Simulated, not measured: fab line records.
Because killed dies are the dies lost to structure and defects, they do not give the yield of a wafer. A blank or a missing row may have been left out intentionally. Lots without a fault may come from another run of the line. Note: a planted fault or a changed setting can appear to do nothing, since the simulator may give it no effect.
Which tool was responsible? :: flow rit cmos :: 13 lots with 39 wafers sampled at 6 steps, on a route of 202 steps

WHAT THE GAUGES SHOWED, per wafer
RIT_FOX2_THK_MEAS_01. Usual: FOX2_OXIDE_THK typically reads 350 nm, with standard deviation 6.4.
lot: L439
measured: day 2 00:57
on: film metro-03
FOX2_OXIDE_THK (nm): 341 341 345
flag: 

lot: L440
measured: day 2 04:40
on: film metro-03
FOX2_OXIDE_THK (nm): 346 347 343
flag: 

lot: L441
measured: day 2 13:40
on: film metro-04
FOX2_OXIDE_THK (nm): 353 347 351
flag: 

lot: L442
measured: day 2 23:04
on: film metro-03
FOX2_OXIDE_THK (nm): 347 350 352
flag: 

lot: L443
measured: day 3 07:29
on: film metro-01
FOX2_OXIDE_THK (nm): 346 348 351
flag: 

lot: L444
measured: day 3 07:31
on: film metro-04
FOX2_OXIDE_THK (nm): 347 351 352
flag: 

lot: L445
measured: day 3 07:29
on: film metro-03
FOX2_OXIDE_THK (nm): 354 358 353
flag: 

lot: L446
measured: day 3 18:58
on: film metro-03
FOX2_OXIDE_THK (nm): 386 387 393
flag: OFF

lot: L447
measured: day 3 18:58
on: film metro-04
FOX2_OXIDE_THK (nm): 373 377 378
flag: OFF

lot: L448
measured: day 3 23:22
on: film metro-03
FOX2_OXIDE_THK (nm): 349 343 354
flag: 

lot: L449
measured: day 4 15:00
on: film metro-01
FOX2_OXIDE_THK (nm): 365 361 362
flag: 

lot: L461
measured: day 6 13:51
on: film metro-04
FOX2_OXIDE_THK (nm): 339 335 339
flag: 

lot: L462
measured: day 6 17:25
on: film metro-01
FOX2_OXIDE_THK (nm): 346 347 348
flag: 

RIT_FOX2_THK_MEAS_90. Usual: FIELD_OXIDE_LEFT_1_THK typically reads 323 nm, with standard deviation 6.4.
lot: L439
measured: day 2 01:54
on: film metro-04
FIELD_OXIDE_LEFT_1_THK (nm): 314 314 318
flag: 

lot: L440
measured: day 2 05:49
on: film metro-03
FIELD_OXIDE_LEFT_1_THK (nm): 318 320 316
flag: 

lot: L441
measured: day 2 14:36
on: film metro-03
FIELD_OXIDE_LEFT_1_THK (nm): 326 319 324
flag: 

lot: L442
measured: day 2 23:56
on: film metro-04
FIELD_OXIDE_LEFT_1_THK (nm): 320 323 325
flag: 

lot: L443
measured: day 3 08:22
on: film metro-03
FIELD_OXIDE_LEFT_1_THK (nm): 318 320 323
flag: 

lot: L444
measured: day 3 08:23
on: film metro-04
FIELD_OXIDE_LEFT_1_THK (nm): 320 324 325
flag: 

lot: L445
measured: day 3 08:22
on: film metro-01
FIELD_OXIDE_LEFT_1_THK (nm): 327 331 326
flag: 

lot: L446
measured: day 3 19:51
on: film metro-04
FIELD_OXIDE_LEFT_1_THK (nm): 358 359 366
flag: OFF

lot: L447
measured: day 3 19:50
on: film metro-03
FIELD_OXIDE_LEFT_1_THK (nm): 346 349 351
flag: OFF

lot: L448
measured: day 4 00:14
on: film metro-04
FIELD_OXIDE_LEFT_1_THK (nm): 322 316 326
flag: 

lot: L449
measured: day 4 15:57
on: film metro-03
FIELD_OXIDE_LEFT_1_THK (nm): 337 334 335
flag: 

lot: L461
measured: day 6 14:44
on: film metro-01
FIELD_OXIDE_LEFT_1_THK (nm): 312 307 311
flag: 

lot: L462
measured: day 6 18:22
on: film metro-03
FIELD_OXIDE_LEFT_1_THK (nm): 319 320 321
flag: 

RIT_PWELL_TW_MEAS_10. Usual: PWELL_TW typically reads 952, with standard deviation 9.
lot: L439
measured: day 2 05:15
on: film metro-04
PWELL_TW: 952 950 949
flag: 

lot: L440
measured: day 2 09:02
on: film metro-02
PWELL_TW: 955 955 958
flag: 

lot: L441
measured: day 2 17:57
on: film metro-04
PWELL_TW: 948 948 952
flag: 

lot: L442
measured: day 3 03:17
on: film metro-02
PWELL_TW: 960 958 953
flag: 

lot: L443
measured: day 3 11:48
on: film metro-02
PWELL_TW: 953 954 959
flag: 

lot: L444
measured: day 3 12:00
on: film metro-01
PWELL_TW: 969 967 967
flag: 

lot: L445
measured: day 3 12:13
on: film metro-04
PWELL_TW: 938 945 938
flag: 

lot: L446
measured: day 3 23:22
on: film metro-01
PWELL_TW: 969 969 968
flag: 

lot: L447
measured: day 3 23:17
on: film metro-04
PWELL_TW: 939 941 937
flag: 

lot: L448
measured: day 4 03:28
on: film metro-02
PWELL_TW: 959 960 965
flag: 

lot: L449
measured: day 4 19:26
on: film metro-04
PWELL_TW: 950 954 952
flag: 

lot: L461
measured: day 6 18:47
on: film metro-04
PWELL_TW: 947 941 945
flag: 

lot: L462
measured: day 6 21:59
on: film metro-01
PWELL_TW: 965 964 956
flag: 

RIT_FOX2_THK_MEAS_91. Usual: FIELD_OXIDE_LEFT_2_THK typically reads 255 nm, with standard deviation 6.5.
lot: L439
measured: day 2 16:14
on: film metro-04
FIELD_OXIDE_LEFT_2_THK (nm): 247 247 251
flag: 

lot: L440
measured: day 2 22:37
on: film metro-01
FIELD_OXIDE_LEFT_2_THK (nm): 251 253 248
flag: 

lot: L441
measured: day 3 11:50
on: film metro-03
FIELD_OXIDE_LEFT_2_THK (nm): 259 252 256
flag: 

lot: L442
measured: day 3 16:23
on: film metro-01
FIELD_OXIDE_LEFT_2_THK (nm): 251 255 257
flag: 

lot: L443
measured: day 3 21:34
on: film metro-03
FIELD_OXIDE_LEFT_2_THK (nm): 249 252 254
flag: 

lot: L444
measured: day 3 22:05
on: film metro-01
FIELD_OXIDE_LEFT_2_THK (nm): 252 256 257
flag: 

lot: L445
measured: day 3 21:49
on: film metro-04
FIELD_OXIDE_LEFT_2_THK (nm): 259 263 258
flag: 

lot: L446
measured: day 4 13:08
on: film metro-04
FIELD_OXIDE_LEFT_2_THK (nm): 290 291 297
flag: OFF

lot: L447
measured: day 4 13:25
on: film metro-04
FIELD_OXIDE_LEFT_2_THK (nm): 277 281 282
flag: OFF

lot: L448
measured: day 4 13:14
on: film metro-01
FIELD_OXIDE_LEFT_2_THK (nm): 254 248 258
flag: 

lot: L449
measured: day 5 11:58
on: film metro-04
FIELD_OXIDE_LEFT_2_THK (nm): 269 266 267
flag: 

lot: L461
measured: day 7 04:11
on: film metro-04
FIELD_OXIDE_LEFT_2_THK (nm): 243 239 243
flag: 

lot: L462
measured: day 7 08:34
on: film metro-03
FIELD_OXIDE_LEFT_2_THK (nm): 251 251 252
flag: 

TOOL THAT RAN EACH LOT (tool first, then ch and the chambers of the sampled wafers, then the start)
lot: L439
RIT_FOX2_OXIDATION_00: furnace-01 ch 0, day 1 23:38
RIT_NRETRO_STRIP_09: plasma asher-03 ch 0,1, day 2 13:49

lot: L440
RIT_FOX2_OXIDATION_00: furnace-03 ch 0, day 2 03:21
RIT_NRETRO_STRIP_09: plasma asher-03 ch 0,1, day 2 20:24

lot: L441
RIT_FOX2_OXIDATION_00: furnace-01 ch 0, day 2 12:19
RIT_NRETRO_STRIP_09: plasma asher-01 ch 0,1, day 3 09:32

lot: L442
RIT_FOX2_OXIDATION_00: furnace-01 ch 0, day 2 21:44
RIT_NRETRO_STRIP_09: plasma asher-02 ch 0,1, day 3 14:11

lot: L443
RIT_FOX2_OXIDATION_00: furnace-01 ch 0, day 3 06:10
RIT_NRETRO_STRIP_09: plasma asher-02 ch 0,1, day 3 19:12

lot: L444
RIT_FOX2_OXIDATION_00: furnace-01 ch 0, day 3 06:10
RIT_NRETRO_STRIP_09: plasma asher-01 ch 0,1, day 3 19:37

lot: L445
RIT_FOX2_OXIDATION_00: furnace-01 ch 0, day 3 06:10
RIT_NRETRO_STRIP_09: plasma asher-03 ch 0,1, day 3 19:28

lot: L446
RIT_FOX2_OXIDATION_00: furnace-01 ch 0, day 3 17:39
RIT_NRETRO_STRIP_09: plasma asher-02 ch 0,1, day 4 10:41

lot: L447
RIT_FOX2_OXIDATION_00: furnace-01 ch 0, day 3 17:39
RIT_NRETRO_STRIP_09: plasma asher-01 ch 0,1, day 4 10:34

lot: L448
RIT_FOX2_OXIDATION_00: furnace-03 ch 0, day 3 22:02
RIT_NRETRO_STRIP_09: plasma asher-03 ch 0,1, day 4 10:48

lot: L449
RIT_FOX2_OXIDATION_00: furnace-04 ch 0, day 4 13:41
RIT_NRETRO_STRIP_09: plasma asher-01 ch 0,1, day 5 04:41

lot: L461
RIT_FOX2_OXIDATION_00: furnace-04 ch 0, day 6 12:31
RIT_NRETRO_STRIP_09: plasma asher-01 ch 0,1, day 7 01:53

lot: L462
RIT_FOX2_OXIDATION_00: furnace-04 ch 0, day 6 16:06
RIT_NRETRO_STRIP_09: plasma asher-03 ch 0,1, day 7 06:09
- RIT_FOX2_OXIDATION_00: target thk 350.7 nm, ox time 1130 s.
- RIT_NRETRO_STRIP_09: strips in O2, time 180 s.

AS READ BY THE TOOLS THEMSELVES (means over the sampled wafers that have a number; for cases with no such wafer, the mark the record gives instead)
RIT_FOX2_OXIDATION_00. Usual: spike tc centre C 1102.5 C, standard deviation 1.1; spike tc load C 1127.3 C, standard deviation 1.1; spike tc source C 1129.2 C, standard deviation 1.9; tube center temp C 1100 C, standard deviation 0.1; tube_center_temp_C_max 1102.8, standard deviation 0.46.
lot: L439
tool: furnace-01
spike tc centre C (C): 1103.0
spike tc load C (C): 1127.4
spike tc source C (C): 1129.5
tube center temp C (C): 1100
tube_center_temp_C_max: 1103.0
flag: 

lot: L440
tool: furnace-03
spike tc centre C (C): 1103.1
spike tc load C (C): 1126.7
spike tc source C (C): 1124.1
tube center temp C (C): 1100
tube_center_temp_C_max: 1102.8
flag: 

lot: L441
tool: furnace-01
spike tc centre C (C): 1102.0
spike tc load C (C): 1126.8
spike tc source C (C): 1130.1
tube center temp C (C): 1100
tube_center_temp_C_max: 1102.8
flag: 

lot: L442
tool: furnace-01
spike tc centre C (C): 1103.3
spike tc load C (C): 1127.0
spike tc source C (C): 1129.6
tube center temp C (C): 1100
tube_center_temp_C_max: 1102.5
flag: 

lot: L443
tool: furnace-01
spike tc centre C (C): 1102.2
spike tc load C (C): 1127.2
spike tc source C (C): 1129.3
tube center temp C (C): 1100
tube_center_temp_C_max: 1102.7
flag: 

lot: L444
tool: furnace-01
spike tc centre C (C): 1103.5
spike tc load C (C): 1127.9
spike tc source C (C): 1128.6
tube center temp C (C): 1100
tube_center_temp_C_max: 1102.9
flag: 

lot: L445
tool: furnace-01
spike tc centre C (C): 1101.7
spike tc load C (C): 1127.1
spike tc source C (C): 1129.9
tube center temp C (C): 1100
tube_center_temp_C_max: 1102.4
flag: 

lot: L446
tool: furnace-01
spike tc centre C (C): 1123.9
spike tc load C (C): 1150.2
spike tc source C (C): 1151.4
tube center temp C (C): 1122
tube_center_temp_C_max: 1125.0
flag: OFF

lot: L447
tool: furnace-01
spike tc centre C (C): 1124.4
spike tc load C (C): 1149.5
spike tc source C (C): 1151.9
tube center temp C (C): 1122
tube_center_temp_C_max: 1124.9
flag: OFF

lot: L448
tool: furnace-03
spike tc centre C (C): 1104.2
spike tc load C (C): 1126.2
spike tc source C (C): 1124.3
tube center temp C (C): 1100
tube_center_temp_C_max: 1102.7
flag: 

lot: L449
tool: furnace-04
spike tc centre C (C): 1102.7
spike tc load C (C): 1128.1
spike tc source C (C): 1129.2
tube center temp C (C): 1100
tube_center_temp_C_max: 1102.8
flag: 

lot: L461
tool: furnace-04
spike tc centre C (C): 1103.0
spike tc load C (C): 1127.2
spike tc source C (C): 1130.0
tube center temp C (C): 1100
tube_center_temp_C_max: 1103.4
flag: 

lot: L462
tool: furnace-04
spike tc centre C (C): 1102.4
spike tc load C (C): 1127.6
spike tc source C (C): 1130.5
tube center temp C (C): 1100
tube_center_temp_C_max: 1102.9
flag: 

RIT_NRETRO_STRIP_09. Usual: drypump motor current A 5.7 A, standard deviation 0.45; rf refl power W 7.4 W, standard deviation 0.95.
lot: L439
tool: plasma asher-03
drypump motor current A (A): 5.6
rf refl power W (W): 8.0
flag: 

lot: L440
tool: plasma asher-03
drypump motor current A (A): 5.6
rf refl power W (W): 6.8
flag: 

lot: L441
tool: plasma asher-01
drypump motor current A (A): 5.3
rf refl power W (W): 6.7
flag: 

lot: L442
tool: plasma asher-02
drypump motor current A (A): 6.2
rf refl power W (W): 8.0
flag: 

lot: L443
tool: plasma asher-02
drypump motor current A (A): 5.8
rf refl power W (W): 7.6
flag: 

lot: L444
tool: plasma asher-01
drypump motor current A (A): 5.3
rf refl power W (W): 6.9
flag: 

lot: L445
tool: plasma asher-03
drypump motor current A (A): 5.6
rf refl power W (W): 6.8
flag: 

lot: L446
tool: plasma asher-02
drypump motor current A (A): 6.2
rf refl power W (W): 7.9
flag: 

lot: L447
tool: plasma asher-01
drypump motor current A (A): 5.6
rf refl power W (W): 7.6
flag: 

lot: L448
tool: plasma asher-03
drypump motor current A (A): 5.6
rf refl power W (W): 7.2
flag: 

lot: L449
tool: plasma asher-01
drypump motor current A (A): 5.3
rf refl power W (W): 7.0
flag: 

lot: L461
tool: plasma asher-01
drypump motor current A (A): 5.3
rf refl power W (W): 7.0
flag: 

lot: L462
tool: plasma asher-03
drypump motor current A (A): 5.6
rf refl power W (W): 7.0
flag: 

THE ANSWER, worked out from the rows above alone
Rule: lot off if the mean of its wafers having a number is beyond 3 standard deviations from the usual mean. A lot without any number at a reading at which 4 lots or more have one is off too. Where the step has rows for the other lots, those lots are counted as sound. First the gauges in route order, then the tools' own readings, where a lot's mean is used as printed above. The first step at which some lot is off is used, and at that step the reading that is off furthest; a lot without a number counts as furthest.
Off: at RIT_FOX2_THK_MEAS_01 (FOX2_OXIDE_THK), L446, L447.
If a tool, at a process step before that reading, ran all the lots that are off and no sound lot after the first of them, it fits. The gauges at RIT_FOX2_THK_MEAS_01 aren't tried: what is off there is off at RIT_FOX2_OXIDATION_00 too, on other tools, and a gauge's error can't cause that. One fits: furnace-01 at RIT_FOX2_OXIDATION_00. A fault onset in the window from L443 (day 3 06:10, its last sound lot) to L446 (day 3 17:39, its first lot off) fits.
The tool's own readings at RIT_FOX2_OXIDATION_00 bear it out: on the lots that are off they differ by more than 5 times the standard deviation of the sound lots' means. spike tc centre C reads 1124.2 C there against 1102.8 C on the sound lots; spike tc load C reads 1149.8 C there against 1127.2 C on the sound lots; spike tc source C reads 1151.7 C there against 1128.6 C on the sound lots; tube center temp C reads 1122 C there against 1100 C on the sound lots; tube_center_temp_C_max reads 1125.0 there against 1102.8 on the sound lots.

WHAT THE SIMULATOR HAD INSERTED
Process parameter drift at RIT_FOX2_OXIDATION_00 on furnace-01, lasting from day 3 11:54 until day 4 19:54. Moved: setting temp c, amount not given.
Shown lots that were struck: L447, L446. Same finding as the rule above.
